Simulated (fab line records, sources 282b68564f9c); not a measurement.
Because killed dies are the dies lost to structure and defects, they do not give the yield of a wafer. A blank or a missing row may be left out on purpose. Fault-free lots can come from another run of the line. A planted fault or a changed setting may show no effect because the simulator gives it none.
What tool caused it?    flow rit-cmos    Sampling: 7 lots, 21 wafers, 2 of 202 route steps

WHAT EACH GAUGE READ, for each wafer
RIT_FOX2_THK_MEAS_91.
lot   measured     on             FIELD_OXIDE_LEFT_2_THK (nm)
L224  day 2 15:17  film-metro-01  252 247 247
L227  day 3 04:46  film-metro-02  250 244 250
L229  day 3 16:20  film-metro-03  249 258 247
L233  day 4 11:08  film-metro-01  259 258 252
L240  day 6 06:43  film-metro-03  241 239 246
L243  day 6 21:37  film-metro-03  260 254 259
L245  day 7 08:17  film-metro-03  250 250 248

WHICH TOOL RAN EACH LOT (tool, then ch and the chambers of the sampled wafers, then the start)
lot   RIT_NRETRO_STRIP_09
L224  plasma-asher-02 ch 0,1, day 2 13:04
L227  plasma-asher-02 ch 0,1, day 3 02:31
L229  plasma-asher-04 ch 0,1, day 3 14:10
L233  plasma-asher-02 ch 0,1, day 4 08:47
L240  plasma-asher-04 ch 0,1, day 6 04:08
L243  plasma-asher-02 ch 0,1, day 6 18:23
L245  plasma-asher-03 ch 0,1, day 7 05:59
- RIT_NRETRO_STRIP_09: strips in O2, time 180 s.

THE ANSWER, worked out from the rows above alone
Rule: usual is defined by the lots themselves. The widest of any qualifying gaps counts: lots, ordered by their means at a reading, are off when they make up no more than a third of the lots, leave a main group of 4 or more, and stand apart from it by 3 or more times the standard deviation of that group's means. Not used: any main group whose means are identical at the precision the tables above print for the reading. A lot without any number at a reading at which 4 lots or more have one is off too. All remaining lots with rows at the step are treated as sound.
No lot is off on any of the readings shown, so nothing can be concluded from this.

WHAT WAS PUT IN BY THE SIMULATOR
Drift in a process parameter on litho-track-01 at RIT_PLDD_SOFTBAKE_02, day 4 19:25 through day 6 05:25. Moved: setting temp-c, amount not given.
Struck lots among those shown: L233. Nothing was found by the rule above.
